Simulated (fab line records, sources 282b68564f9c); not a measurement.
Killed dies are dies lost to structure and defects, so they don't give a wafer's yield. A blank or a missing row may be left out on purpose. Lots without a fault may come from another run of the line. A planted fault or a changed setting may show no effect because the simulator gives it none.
A struck lot beside a sound one | flow rit_cmos | 17 steps out of a route of 202
Sound: wafers L293.1, L293.3, L293.5. Struck: wafers L304.1, L304.2, L304.6. The cause comes at the end.
At each step with rows: each side's tool, then ch and its chambers, then its first start. Under that, the readings that differ: sound wafers | struck wafers | difference of the means | sigmas: that difference in standard deviations of wafers without a fault.
alike: readings whose means differ by less than 2 such deviations, and words and numbers that are the same on both sides. not compared: withheld readings, readings that some wafer has no value for, bounds like >300 that may hide the same value, and numbers for which the record gives no deviation and whose values overlap.
The two part at a step that has a row with sigmas, a row that says differs or no value, or rows on one side only. Numbers that don't overlap but have no deviation are shown without sigmas and don't part them. A reading that every wafer of one side lacks parts them only if that side has two wafers or more.

first, 4 steps without rows for these wafers: RIT_PLDD_SOFTBAKE_02 (time 60 s); RIT_PLDD_EXPOSE_03 (exposes mask M8, target cd 40900 nm); RIT_PLDD_PEB_04; RIT_PLDD_DEVELOP_05 (develop time 50 s).
RIT_PLDD_OVL_MEAS_06:
  sound on overlay-01, day 3 17:50; struck on overlay-02, day 6 03:11
  alike: PLDD_OVL
then, 2 steps without rows for these wafers: RIT_PLDD_HARDBAKE_07 (time 60 s); RIT_PLDD_IMPLANT_08.
RIT_PLDD_STRIP_09: strips in O2, time 180 s.
  sound on plasma_asher-01 ch 0,1, day 3 18:11; struck on plasma_asher-02 ch 0,1, day 6 03:31
  alike: drypump_motor_current_A
  not compared: rf_hours_counter_h
RIT_PLDD_TW_MEAS_10:
  sound on film_metro-03, day 3 18:21; struck on film_metro-03, day 6 03:41
  alike: PLDD_TW
then, 3 steps without rows for these wafers: RIT_SPACER_CLEAN_00 (cleans in SC1, time 600 s); RIT_SPACER_CLEAN_01 (cleans in dHF, time 30 s); RIT_SPACER_CLEAN_02 (cleans in SC2, time 600 s).
RIT_SPACER_CVD_03: deposits Si3N4 from SiH2Cl2/NH3, target thk 250 nm, time 3300 s.
  sound on lpcvd-01 ch 0, day 3 18:47; struck on lpcvd-02 ch 0, day 6 04:09
  alike: zone_power_centre_pct
RIT_SPACER_THK_MEAS_04:
  sound on film_metro-02, day 3 20:42; struck on film_metro-02, day 6 06:04
  reading                 | sound             | struck            | difference | sigmas
  SPACER_NITRIDE_THK (nm) | 250.1 248.6 248.8 | 191.0 188.7 189.1 | -59.6      | -25
RIT_SPACER_ETCHBACK_05: etches Si3N4 in SF6/CHF3, stops on SiO2, target depth 250 nm, time 240 s.
  sound on rie_diel-03 ch 0,1, day 3 20:46; struck on rie_diel-02 ch 1,3, day 6 06:08
  reading               | sound             | struck            | difference | sigmas
  oes_product_au (a.u.) | 0.834 0.867 0.851 | 0.706 0.682 0.695 | -0.156     | -13
  alike: drypump_motor_current_A, throttle_valve_pct
  not compared: rf_hours_counter_h
then, 1 step without rows for these wafers: RIT_NSD_HMDS_00 (prime time 60 s).
RIT_M1_PROBE_99:
  sound on prober-01, day 4 07:52; struck on prober-01, day 6 17:34
  reading             | sound  | struck   | difference | sigmas
  killed_at_M0_to_M3  | 0 0 1  | 0 0 0    | +0         | -4
  killed_at_front_end | 10 9 4 | 24 19 22 | +14        | +5
  killed_dies         | 10 9 5 | 24 19 22 | +14        | +5
  killed_on_rim       | 3 3 1  | 17 14 15 | +13        | +11
  alike: killed_open, killed_short

WHERE THEY PART
First at RIT_SPACER_THK_MEAS_04; last, within this record, at RIT_M1_PROBE_99.

WHY: what the simulator had put in
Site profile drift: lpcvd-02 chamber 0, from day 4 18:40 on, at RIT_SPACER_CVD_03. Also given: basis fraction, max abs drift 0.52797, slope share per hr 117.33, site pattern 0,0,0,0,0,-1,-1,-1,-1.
